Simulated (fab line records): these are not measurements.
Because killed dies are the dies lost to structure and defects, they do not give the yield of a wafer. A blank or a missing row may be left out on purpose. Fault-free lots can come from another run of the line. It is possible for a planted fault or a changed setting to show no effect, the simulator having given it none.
Commonality check across tools	flow rit cmos	Sample size 14 lots and 48 wafers

## WHY IT WAS OPENED
At RIT_PRETRO_TW_MEAS_10 the reading PRETRO_TW is flagged on 2 of 14 lots. No-fault wafers: 477, standard deviation 3.9.
Rule: flag the lot when none of its wafers has a number, or when each of its wafers that has one lies beyond 4 standard deviations from that mean. The rest of the lots are taken to be sound.

lot	measured	on	PRETRO_TW, wafer by wafer	flag
L176	day 2 16:23	film metro-01	481 480 480	
L177	day 2 20:29	film metro-03	476 474 473	
L178	day 3 01:23	film metro-03	478 478 479	
L180	day 3 09:55	film metro-02	473 474 473	
L182	day 3 21:57	film metro-02	468 469 471	
L183	day 4 03:02	film metro-01	479 481 480	
L184	day 4 08:48	film metro-01	481 481 482	
L186	day 4 16:27	film metro-02	470 475 471	
L188	day 5 00:46	film metro-02	476 473 471	
L190	day 5 12:34	film metro-03	477 476 478	
L191	day 5 17:32	film metro-02	473 473 475	
L193	day 6 03:08	film metro-03	478 479 480	
L195	day 6 11:13	film metro-03	1090 1082 1082 1089 1085 1083	FLAGGED
L196	day 6 17:41	film metro-01	1094 1094 1096 1101 1094 1094	FLAGGED
Averaged over the flagged lots the numbers come to 1090, +613 from the usual (+99 or more standard deviations).

## WHICH TOOL RAN EACH LOT
The record keeps 1 process step preceding the reading, out of 202 steps on the route. In each cell: the tool, then ch and the chambers that the sampled wafers went through, then the start.
lot	flag	RIT_NRETRO_COAT_01
L176		litho track-03 ch 0, day 2 13:15
L177		litho track-04 ch 0, day 2 17:22
L178		litho track-04 ch 0, day 2 22:19
L180		litho track-01 ch 0, day 3 06:53
L182		litho track-04 ch 0, day 3 19:05
L183		litho track-04 ch 0, day 4 00:08
L184		litho track-04 ch 0, day 4 05:47
L186		litho track-01 ch 0, day 4 13:27
L188		litho track-01 ch 0, day 4 21:53
L190		litho track-03 ch 0, day 5 09:26
L191		litho track-01 ch 0, day 5 14:31
L193		litho track-01 ch 0, day 5 23:59
L195	FLAGGED	litho track-01, day 6 08:12
L196	FLAGGED	litho track-04, day 6 14:41
What these steps do:
- RIT_NRETRO_COAT_01: resist thk 1300 nm.
- RIT_PRETRO_TW_MEAS_10

## FLAGGED OVER TOTAL, TOOL BY TOOL (the gauges that took the reading come last)
step	tool	lots run	flagged	share of the flagged lots	sound lots run after its first flagged lot
RIT_NRETRO_COAT_01	litho track-01	6	1	some	0
RIT_NRETRO_COAT_01	litho track-03	2	0	none	-
RIT_NRETRO_COAT_01	litho track-04	6	1	some	0
RIT_PRETRO_TW_MEAS_10	film metro-01	4	1	some	0
RIT_PRETRO_TW_MEAS_10	film metro-02	5	0	none	-
RIT_PRETRO_TW_MEAS_10	film metro-03	5	1	some	0

## WHAT THE TABLE ALLOWS
No row of the table ran every flagged lot.

## WHAT THE SIMULATOR PUT IN
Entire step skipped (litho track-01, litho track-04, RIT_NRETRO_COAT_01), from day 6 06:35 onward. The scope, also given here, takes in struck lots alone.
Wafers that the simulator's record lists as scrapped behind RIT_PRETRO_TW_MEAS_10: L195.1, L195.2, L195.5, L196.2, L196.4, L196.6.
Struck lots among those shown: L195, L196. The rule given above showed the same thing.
